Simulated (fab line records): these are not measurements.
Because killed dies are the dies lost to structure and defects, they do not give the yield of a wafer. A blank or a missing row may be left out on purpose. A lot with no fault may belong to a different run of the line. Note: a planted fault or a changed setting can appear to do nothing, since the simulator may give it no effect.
Which tool did it? | flow berkeley_cmos170 | 11 lots, 33 wafers sampled, at 2 steps of a route of 331

## WHAT EACH GAUGE READ, for each wafer
UCB170_NWELL_THK_MEAS_05.
lot  | measured    | on            | NWELL_NITRIDE_THK (nm)
L205 | day 2 11:14 | film_metro-04 | 227.7 227.5 226.0
L206 | day 2 11:14 | film_metro-03 | 227.6 228.6 228.8
L207 | day 3 01:25 | film_metro-04 | 227.5 228.5 228.4
L208 | day 3 01:24 | film_metro-03 | 226.8 224.6 225.3
L209 | day 3 10:46 | film_metro-02 | 224.9 227.1 224.7
L210 | day 3 10:45 | film_metro-03 | 225.8 226.0 225.4
L211 | day 3 17:00 | film_metro-02 | 223.6 225.3 225.2
L212 | day 3 16:58 | film_metro-04 | 221.6 223.0 223.4
L214 | day 4 09:14 | film_metro-02 | 224.3 223.5 223.3
L220 | day 5 17:19 | film_metro-02 | 205.0 206.3 204.7
L221 | day 6 00:56 | film_metro-04 | 205.5 209.5 207.0

## TOOL THAT RAN EACH LOT (tool first, then ch and the chambers of the sampled wafers, then the start)
lot  | UCB170_NWELL_CVD_04
L205 | lpcvd-01 ch 0, day 2 09:18
L206 | lpcvd-01 ch 0, day 2 09:18
L207 | lpcvd-01 ch 1, day 2 22:30
L208 | lpcvd-01 ch 0, day 2 22:30
L209 | lpcvd-01 ch 0, day 3 07:51
L210 | lpcvd-01 ch 1, day 3 07:51
L211 | lpcvd-01 ch 0, day 3 15:02
L212 | lpcvd-01 ch 1, day 3 15:02
L214 | lpcvd-01 ch 0, day 4 07:16
L220 | lpcvd-01 ch 1, day 5 15:23
L221 | lpcvd-01 ch 0, day 5 23:01
- UCB170_NWELL_CVD_04: deposits Si3N4 from SiH2Cl2/NH3, target thk 224 nm, time 3360 s.

## WHAT THE TOOLS THEMSELVES READ (means of the sampled wafers that have a number; where no wafer has one, the mark that the record gives instead)
UCB170_NWELL_CVD_04.
lot  | tool     | spike_tc_centre_C (C) | zone_power_source_pct (%)
L205 | lpcvd-01 | 803.4                 | 22.8
L206 | lpcvd-01 | 802.7                 | 22.8
L207 | lpcvd-01 | 803.8                 | 22.4
L208 | lpcvd-01 | 803.1                 | 22.8
L209 | lpcvd-01 | 803.3                 | 22.8
L210 | lpcvd-01 | 804.0                 | 22.6
L211 | lpcvd-01 | 803.1                 | 23.1
L212 | lpcvd-01 | 803.4                 | 22.5
L214 | lpcvd-01 | 803.0                 | 22.9
L220 | lpcvd-01 | 803.8                 | 22.7
L221 | lpcvd-01 | 803.4                 | 22.8

## THE ANSWER, worked out from the rows above alone
Rule: the lots themselves supply what counts as usual. The widest of any qualifying gaps counts: lots, ordered by their means at a reading, are off when they make up no more than a third of the lots, leave a main group of 4 or more, and stand apart from it by 3 or more times the standard deviation of that group's means. A main group whose means are all the same, to the digits that the tables above print for the reading, isn't used. A lot without any number at a reading at which 4 lots or more have one is off too. All remaining lots with rows at the step are treated as sound. After the gauges, taken in route order, come the tools' own readings; for these a lot's mean is taken, as printed above. At the first step where some lot is off, the reading lying furthest off is the one used; lots without a number count as furthest.
Off: L220, L221, at UCB170_NWELL_THK_MEAS_05 (NWELL_NITRIDE_THK). For the main group the mean is 225.7 nm and the standard deviation 1.8.
If a tool, at a process step before that reading, ran all the lots that are off and no sound lot after the first of them, it fits. The gauges at UCB170_NWELL_THK_MEAS_05 are tried like those tools. One candidate fits, namely lpcvd-01 at UCB170_NWELL_CVD_04. Its last sound lot is L214 (day 4 07:16), its first lot that is off L220 (day 5 15:23): a fault that began between those two fits.

## WHAT HAD BEEN PUT IN BY THE SIMULATOR
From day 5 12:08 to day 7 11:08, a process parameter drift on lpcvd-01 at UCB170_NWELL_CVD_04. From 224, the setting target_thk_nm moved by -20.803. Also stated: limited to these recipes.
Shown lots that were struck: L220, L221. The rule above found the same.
